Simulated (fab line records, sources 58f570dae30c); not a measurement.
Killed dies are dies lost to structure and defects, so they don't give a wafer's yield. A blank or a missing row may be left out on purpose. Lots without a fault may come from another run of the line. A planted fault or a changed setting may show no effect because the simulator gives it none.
fab line records | flow berkeley_cmos170
record lots=14 wafers=42 last_day=11
route steps=331 shown PFIELD@87 GATE@130
lots that met no fault: from a run of the same line without faults
start_h: hours from the record's first day to the start of the lot's first wafer shown | wait_h: hours since the lot's step before | " the same as in the row above | L1.1+2: a row that stands for several wafers | - no value, or no start given | * or withheld: withheld | < > ~ a bound
route shown NAME@n: a module of which the file shows steps, and the number in the route of the first | usual: mean/standard deviation of fault-free wafers | same: alike in all rows | chamber/n: place in a boat | sites: the reading at each site | _std_site: their standard deviation | _edge_site: outer sites' mean less inner sites' | radius_mm: how far each site lies from the wafer's centre | mask NAME#n: copy n | behind: the tool/chamber that last shaped the wafer | hold: why the lot was held/for how many hours/how that ended | device: the transistor (n, p or np) that didn't switch | end of line: the same wafers' tests at the end of the route | a step without rows: its recipe alone | killed: dies lost to structure and defects at the first sort, not the wafer's yield | map: a wafer's dies, x killed, . not, _ none there
set.NAME: the setting as run; set.NAME@STEP: as run at that earlier step | model.NAME: the simulator's own value behind a step, which no gauge read
steps of the route over a sample of lots; a table a step, a row a wafer
services: from which hour (start_h, from the record's first day; less than 0 if before it) a tool's chamber was out of use, for how many hours, and why
## steps
# step UCB170_PFIELD_STRIP_08
# recipe chemistry=O2 power_w=400 pressure_mtorr=3500 platen_temp_c=withheld o2_flow_sccm=400 overash_fraction=0.5
# usual drypump_motor_current_A=5.8/0.61 oes_product_au=0.734/0.0041 strip_time_to_endpoint_s=21.65/0.047
# columns lot.wafer tool chamber start_h wait_h drypump_motor_current_A oes_product_au rf_hours_counter_h strip_time_to_endpoint_s
L788.1 plasma_asher-02 1 85.64 0.1 6.3 0.740 37 21.61
L788.2 " 0 " " 5.2 0.736 37 21.63
L788.4 " 1 " " 6.3 0.733 - 21.61
L790.4 plasma_asher-04 0 97.29 0.1 6.6 0.730 - 21.71
L790.5 " 0 " " 6.6 0.739 - 21.70
L790.6 " 1 " " 5.9 0.732 - 21.68
L789.1 plasma_asher-01 1 97.44 0.1 5.1 0.740 40 21.78
L789.3 " 1 " " 5.1 0.742 - 21.73
L789.4 " 0 " " 4.9 0.733 - 21.78
L791.1 plasma_asher-04 0 97.68 0.1 6.6 0.737 37 21.62
L791.4 " 1 " " 5.9 0.729 - 21.59
L791.5 " 0 " " 6.6 0.737 - 21.63
L792.1 plasma_asher-04 1 109.64 0.1 5.9 0.729 39 21.58
L792.4 " 1 " " 5.9 0.732 - 21.60
L792.6 " 1 " " 5.9 0.741 - 21.60
L794.4 plasma_asher-04 0 117.43 0.1 6.6 0.733 - 21.69
L794.5 " 1 " " 5.9 0.735 - 21.62
L794.6 " 0 " " 6.6 0.737 - 21.62
L793.1 plasma_asher-04 0 117.99 0.1 6.6 0.734 40 21.70
L793.3 " 0 " " 6.6 0.735 - 21.63
L793.6 " 0 " " 6.5 0.736 - 21.63
L796.1 plasma_asher-01 1 135.64 0.1 5.1 0.738 40 21.67
L796.2 " 0 " " 5.0 0.732 40 21.75
L796.6 " 1 " " 5.1 0.726 - 21.63
L795.1 plasma_asher-01 1 135.92 0.1 5.1 0.732 40 21.68
L795.2 " 0 " " 5.0 0.739 40 21.64
L795.3 " 0 " " 5.0 0.737 - 21.62
L797.2 plasma_asher-04 0 136.78 0.1 6.6 0.729 42 21.61
L797.3 " 0 " " 6.6 0.734 - 21.78
L797.6 " 1 " " 5.9 0.728 - 21.66
L798.3 plasma_asher-02 0 148.40 0.1 5.2 0.737 - 21.60
L798.4 " 1 " " 6.3 0.743 - 21.62
L798.6 " 1 " " 6.3 0.738 - 21.56
L800.1 plasma_asher-01 1 154.24 0.1 5.1 0.734 42 21.60
L800.4 " 1 " " 5.1 0.733 - 21.61
L800.6 " 0 " " 5.0 0.745 - 21.71
L799.2 plasma_asher-02 0 154.39 0.1 5.2 0.738 4 21.67
L799.4 " 1 " " 6.3 0.732 - 21.60
L799.6 " 1 " " 6.3 0.732 - 21.60
L803.3 plasma_asher-02 1 168.94 0.1 6.3 0.725 - 21.64
L803.4 " 0 " " 5.2 0.738 - 21.64
L803.5 " 1 " " 6.3 0.737 - 21.64
# step UCB170_GATE_CVD_04
# recipe material=poly-Si temp_c=610 precursor=SiH4 time_s=1501 pressure_mtorr=375 target_thk_nm=214 sih4_flow_sccm=120
# usual sih4_flow_sccm=120.0/0.38 spike_tc_source_C=629/3.4
# columns lot.wafer tool chamber start_h wait_h sih4_flow_sccm spike_tc_source_C
L788.1 lpcvd-01 0 139.11 0.4 120.6 631
L788.2 " 0 " " 119.8 631
L788.4 " 0 " " 120.4 630
L789.1 lpcvd-02 0 147.32 0.0 120.0 625
L789.3 " 0 " " 120.5 623
L789.4 " 0 " " 120.0 624
L790.4 lpcvd-02 0 151.05 0.7 120.3 624
L790.5 " 0 " " 120.0 625
L790.6 " 0 " " 120.0 626
L791.1 lpcvd-02 0 151.05 0.7 119.7 625
L791.4 " 0 " " 120.1 625
L791.5 " 0 " " 119.4 624
L792.1 lpcvd-02 0 157.93 0.0 119.2 623
L792.4 " 0 " " 119.3 625
L792.6 " 0 " " 119.8 624
L793.1 lpcvd-02 1 157.93 0.0 120.0 630
L793.3 " 1 " " 119.8 629
L793.6 " 1 " " 119.9 629
L794.4 lpcvd-02 0 157.93 0.0 119.9 625
L794.5 " 0 " " 120.0 624
L794.6 " 0 " " 119.8 623
L795.1 lpcvd-01 1 168.18 0.4 120.5 632
L795.2 " 1 " " 119.7 633
L795.3 " 1 " " 120.0 634
L796.1 lpcvd-01 0 168.18 0.4 120.5 630
L796.2 " 0 " " 120.6 633
L796.6 " 0 " " 120.8 631
L797.2 lpcvd-01 0 168.18 0.4 120.2 632
L797.3 " 0 " " 119.8 632
L797.6 " 0 " " 120.3 632
L798.3 lpcvd-02 1 182.08 0.0 119.9 630
L798.4 " 1 " " 119.7 631
L798.6 " 1 " " 120.1 629
L799.2 lpcvd-01 1 193.58 0.2 144.2 632
L799.4 " 1 " " 144.5 632
L799.6 " 1 " " 144.2 632
L800.1 lpcvd-01 1 193.58 0.2 143.7 633
L800.4 " 1 " " 143.7 633
L800.6 " 1 " " 143.9 633
L803.3 lpcvd-02 1 219.93 0.5 119.6 629
L803.4 " 1 " " 120.0 631
L803.5 " 1 " " 119.8 629
# step UCB170_GATE_THK_MEAS_05
# recipe reads=poly-Si_of_GATE_CVD_04
# usual GATE_POLY_THK=223.2/2.5
# columns lot.wafer tool chamber start_h wait_h GATE_POLY_THK[nm]
L788.1 film_metro-03 - 140.51 0.0 227.0
L788.2 " - " " 227.5
L788.4 " - " " 227.6
L789.1 film_metro-04 - 148.72 0.0 222.0
L789.3 " - " " 220.2
L789.4 " - " " 218.4
L791.1 film_metro-02 - 152.45 0.0 220.0
L791.4 " - " " 220.9
L791.5 " - " " 221.1
L790.4 film_metro-04 - 152.48 0.0 218.4
L790.5 " - " " 219.9
L790.6 " - " " 220.3
L792.1 film_metro-03 - 159.33 0.0 224.2
L792.4 " - " " 221.5
L792.6 " - " " 224.2
L793.1 film_metro-02 - 159.33 0.0 225.5
L793.3 " - " " 224.3
L793.6 " - " " 226.6
L794.4 film_metro-04 - 159.36 0.0 221.8
L794.5 " - " " 221.1
L794.6 " - " " 221.3
L795.1 film_metro-04 - 169.58 0.0 225.6
L795.2 " - " " 227.4
L795.3 " - " " 225.2
L797.2 film_metro-02 - 169.62 0.0 226.7
L797.3 " - " " 225.1
L797.6 " - " " 227.1
L796.1 film_metro-04 - 169.64 0.1 226.1
L796.2 " - " " 224.6
L796.6 " - " " 225.2
L798.3 film_metro-02 - 183.50 0.0 224.2
L798.4 " - " " 223.2
L798.6 " - " " 223.9
L800.1 film_metro-03 - 194.98 0.0 269.5
L800.4 " - " " 270.4
L800.6 " - " " 268.9
L799.2 film_metro-02 - 195.01 0.0 267.5
L799.4 " - " " 265.7
L799.6 " - " " 266.4
L803.3 film_metro-02 - 221.35 0.0 223.4
L803.4 " - " " 223.7
L803.5 " - " " 224.1
# step UCB170_GATE_ETCH_14
# recipe chemistry=N2/H2 target_depth_a=withheld overetch_a=withheld target=BARC time_s=withheld source_w=500 bias_w=100 pressure_mtorr=30 n2_flow_sccm=100 h2_flow_sccm=200
# usual drypump_motor_current_A=5.9/0.35 oes_product_au=0.998/0.014 throttle_valve_pct=13.36/0.14
# columns lot.wafer tool chamber start_h wait_h drypump_motor_current_A oes_product_au throttle_valve_pct
L788.1 rie_diel-04 0 141.81 0.0 6.2 0.987 13.42
L788.2 " 2 " " 6.5 1.008 13.33
L788.4 " 3 " " 6.1 0.993 13.46
L789.1 rie_diel-01 2 149.94 0.0 6.0 0.983 13.42
L789.3 " 3 " " 5.4 0.973 13.23
L789.4 " 1 " " 6.1 1.028 13.38
L791.1 rie_diel-01 0 153.93 0.0 6.2 1.015 13.19
L791.4 " 2 " " 6.0 0.986 13.42
L791.5 " 2 " " 5.9 0.988 13.41
L790.4 rie_diel-02 0 154.10 0.0 5.3 1.000 13.37
L790.5 " 0 " " 5.3 0.997 13.36
L790.6 " 3 " " 5.5 1.004 13.52
L792.1 rie_diel-04 1 160.69 0.0 5.6 0.981 13.56
L792.4 " 3 " " 6.0 1.004 13.44
L792.6 " 1 " " 5.6 0.992 13.57
L794.4 rie_diel-01 0 161.21 0.0 6.2 0.996 13.19
L794.5 " 0 " " 6.2 0.991 13.19
L794.6 " 1 " " 6.1 1.027 13.40
L793.1 rie_diel-04 2 161.49 0.0 6.5 0.997 13.31
L793.3 " 3 " " 6.0 0.989 13.46
L793.6 " 1 " " 5.6 0.995 13.57
L795.1 rie_diel-04 1 171.07 0.0 5.6 0.992 13.55
L795.2 " 3 " " 6.1 1.001 13.47
L795.3 " 2 " " 6.5 1.013 13.33
L797.2 rie_diel-01 2 171.19 0.0 5.9 0.978 13.44
L797.3 " 0 " " 6.2 1.007 13.19
L797.6 " 1 " " 6.2 1.025 13.38
L796.1 rie_diel-02 2 171.46 0.0 6.2 0.990 13.24
L796.2 " 3 " " 5.5 0.997 13.54
L796.6 " 2 " " 6.1 0.990 13.24
L798.3 rie_diel-01 3 185.41 0.0 5.3 0.976 13.21
L798.4 " 2 " " 6.0 0.981 13.42
L798.6 " 3 " " 5.4 0.970 13.20
L800.1 rie_diel-01 3 196.04 0.0 5.4 0.974 13.20
L800.4 " 3 " " 5.4 0.972 13.23
L800.6 " 2 " " 6.0 0.989 13.43
L799.2 rie_diel-02 0 196.31 0.0 5.3 0.988 13.37
L799.4 " 1 " " 6.0 0.972 13.07
L799.6 " 3 " " 5.5 0.991 13.53
L803.3 rie_diel-04 1 222.72 0.0 5.6 0.989 13.56
L803.4 " 0 " " 6.2 1.000 13.43
L803.5 " 1 " " 5.6 0.987 13.56
# step UCB170_GATE_ETCH_15
# recipe chemistry=HBr/Cl2 target=poly-Si stop_on=SiO2 over_etch_frac=0.3 icp_w=300 bias_w=150 time_s=56.3 pressure_mtorr=15 HBr_flow_sccm=150 Cl2_flow_sccm=50 target_depth_a=2782
# usual drypump_motor_current_A=5.6/0.39 oes_product_au=0.852/0.018 throttle_valve_pct=26.38/0.2
# columns lot.wafer tool chamber start_h wait_h drypump_motor_current_A oes_product_au rf_hours_counter_h throttle_valve_pct
L788.1 rie_si-01 3 141.85 - 6.0 0.869 0 26.27
L788.2 " 2 " " 5.2 0.863 38 26.51
L788.4 " 0 " " 5.9 0.886 62 26.62
L789.1 rie_si-02 0 149.99 - 6.0 0.832 52 26.03
L789.3 " 2 " " 6.1 0.841 1 26.30
L789.4 " 1 " " 5.0 0.851 38 26.44
L791.1 rie_si-01 3 153.98 - 6.0 0.844 0 26.25
L791.4 " 2 " " 5.1 0.837 38 26.52
L791.5 " 1 " " 5.6 0.856 - 26.48
L790.4 rie_si-02 2 154.15 - 6.1 0.831 1 26.30
L790.5 " 1 " " 5.0 0.858 - 26.43
L790.6 " 0 " " 6.0 0.833 - 26.03
L792.1 rie_si-01 0 160.73 - 5.9 0.882 62 26.60
L792.4 " 2 " " 5.1 0.837 38 26.52
L792.6 " 0 " " 5.9 0.878 - 26.62
L794.4 rie_si-02 3 161.25 - 5.6 0.834 2 26.56
L794.5 " 2 " " 6.1 0.830 - 26.32
L794.6 " 1 " " 5.0 0.856 - 26.45
L793.1 rie_si-01 3 161.53 - 6.0 0.877 0 26.25
L793.3 " 1 " " 5.6 0.867 57 26.48
L793.6 " 1 " " 5.6 0.866 - 26.49
L795.1 rie_si-02 2 171.11 - 6.0 0.845 2 26.30
L795.2 " 0 " " 6.0 0.846 52 26.03
L795.3 " 1 " " 5.0 0.872 38 26.43
L797.2 rie_si-02 3 171.23 - 5.6 0.842 2 26.57
L797.3 " 2 " " 6.0 0.847 2 26.31
L797.6 " 1 " " 5.0 0.879 - 26.44
L796.1 rie_si-02 2 171.50 - 6.0 0.846 2 26.32
L796.2 " 3 " " 5.6 0.841 2 26.56
L796.6 " 0 " " 6.0 0.836 - 26.02
L798.3 rie_si-01 0 185.45 - 5.9 0.889 62 26.61
L798.4 " 0 " " 5.9 0.880 - 26.63
L798.6 " 1 " " 5.6 0.864 - 26.48
L800.1 rie_si-02 0 196.10 - 6.0 0.950 52 26.04
L800.4 " 1 " " 5.0 0.995 38 26.45
L800.6 " 0 " " 6.0 0.958 - 26.05
L799.2 rie_si-01 0 196.36 - 5.9 0.993 62 26.62
L799.4 " 1 " " 5.6 0.963 - 26.47
L799.6 " 3 " " 6.0 0.974 - 26.24
L803.3 rie_si-02 0 222.76 - 6.0 0.828 52 26.03
L803.4 " 2 " " 6.1 0.842 2 26.30
L803.5 " 1 " " 5.0 0.873 - 26.45
# step UCB170_GATE_CD_MEAS_90
# recipe target_cd_nm=350
# usual cd_nm=350.0/1.4
# columns lot.wafer tool chamber start_h wait_h cd_nm
L788.1 cd_sem-01 - 142.00 0.1 351.2
L788.2 " - " " 352.5
L788.4 " - " " 351.9
L789.1 cd_sem-02 - 150.13 0.1 349.9
L789.3 " - " " 349.2
L789.4 " - " " 349.6
L791.1 cd_sem-01 - 154.12 0.1 350.8
L791.4 " - " " 350.4
L791.5 " - " " 350.3
L790.4 cd_sem-02 - 154.35 0.1 349.5
L790.5 " - " " 348.9
L790.6 " - " " 349.5
L792.1 cd_sem-02 - 160.88 0.1 351.1
L792.4 " - " " 350.0
L792.6 " - " " 350.3
L794.4 cd_sem-02 - 161.46 0.1 351.1
L794.5 " - " " 349.2
L794.6 " - " " 350.4
L793.1 cd_sem-02 - 161.68 0.1 350.7
L793.3 " - " " 350.0
L793.6 " - " " 350.3
L795.1 cd_sem-02 - 171.26 0.1 349.1
L795.2 " - " " 348.3
L795.3 " - " " 349.1
L797.2 cd_sem-01 - 171.45 0.1 346.6
L797.3 " - " " 349.1
L797.6 " - " " 347.7
L796.1 cd_sem-01 - 171.65 0.1 352.4
L796.2 " - " " 350.4
L796.6 " - " " 350.2
L798.3 cd_sem-01 - 185.65 0.1 350.6
L798.4 " - " " 350.3
L798.6 " - " " 350.5
L800.1 cd_sem-01 - 196.25 0.1 351.1
L800.4 " - " " 351.2
L800.6 " - " " 349.8
L799.2 cd_sem-01 - 196.52 0.1 350.8
L799.4 " - " " 351.4
L799.6 " - " " 351.3
L803.3 cd_sem-02 - 222.95 0.1 347.6
L803.4 " - " " 346.6
L803.5 " - " " 346.7
## services
# columns tool chamber start_h hours kind
rie_si-01 3 65.08 3.2 repair
rie_si-01 3 68.77 - clean
rie_si-01 3 68.77 24.0 scheduled_down
rie_si-01 3 68.77 24.0 vent_cycle
rie_diel-01 3 76.36 9.3 repair
rie_si-01 1 77.42 10.3 repair
rie_diel-01 1 77.52 5.9 repair
plasma_asher-01 - 101.67 28.1 pm
plasma_asher-02 - 108.75 9.0 pm
plasma_asher-02 0 108.75 9.0 vent_cycle
plasma_asher-02 1 108.75 9.0 vent_cycle
rie_si-01 1 112.18 5.6 repair
rie_si-01 0 112.62 16.7 repair
plasma_asher-02 0 117.75 - clean
rie_si-01 - 168.31 4.3 pm
rie_diel-01 0 171.49 - clean
rie_diel-01 0 171.49 24.8 scheduled_down
rie_diel-01 0 171.49 24.8 vent_cycle
rie_si-01 2 176.62 43.3 repair
rie_diel-02 - 179.25 1.1 repair
rie_diel-01 1 181.77 15.1 repair
lpcvd-01 - 192.25 1.3 repair
plasma_asher-02 - 199.08 1.6 repair
rie_diel-02 1 207.25 9.3 repair
## key
first_sign step=UCB170_GATE_CVD_04 reading=sih4_flow_sccm direction=up sigmas=62 usual=120.0 struck=144.0
effect step=UCB170_GATE_THK_MEAS_05 reading=GATE_POLY_THK direction=up sigmas=18 usual=223.2 struck=268.1
effect step=UCB170_GATE_ETCH_15 reading=oes_product_au direction=up sigmas=6.6 usual=0.852 struck=0.972
met_at UCB170_GATE_CVD_04
struck_lots L799,L800
struck_wafers L799.2,L799.4,L799.6,L800.1,L800.4,L800.6
sort_left_out L800.1,L800.4,L800.6
tester_left_out L799,L800
not_acting_at UCB170_PFIELD_STRIP_08,UCB170_GATE_ETCH_14,UCB170_GATE_CD_MEAS_90
onset_between 168.18 193.58
fault kind=process_parameter_drift tool=lpcvd-01 chamber=1 onset_h=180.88 steps=UCB170_GATE_CVD_04 channel=sih4_flow_sccm offset=24 shape=step end_h=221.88 acts_in=these_recipes_only stated=120
# tester_left_out: of these lots the tester's yield and bins aren't shown, on N5 and GAA mostly nor the transistor test; their killed dies are dies lost to structure and defects alone, not to doping, threshold or leakage, so they don't give the yield
# sort_left_out: the simulated sort isn't trusted on such a fault, so these wafers' sort isn't shown, and their yield isn't known
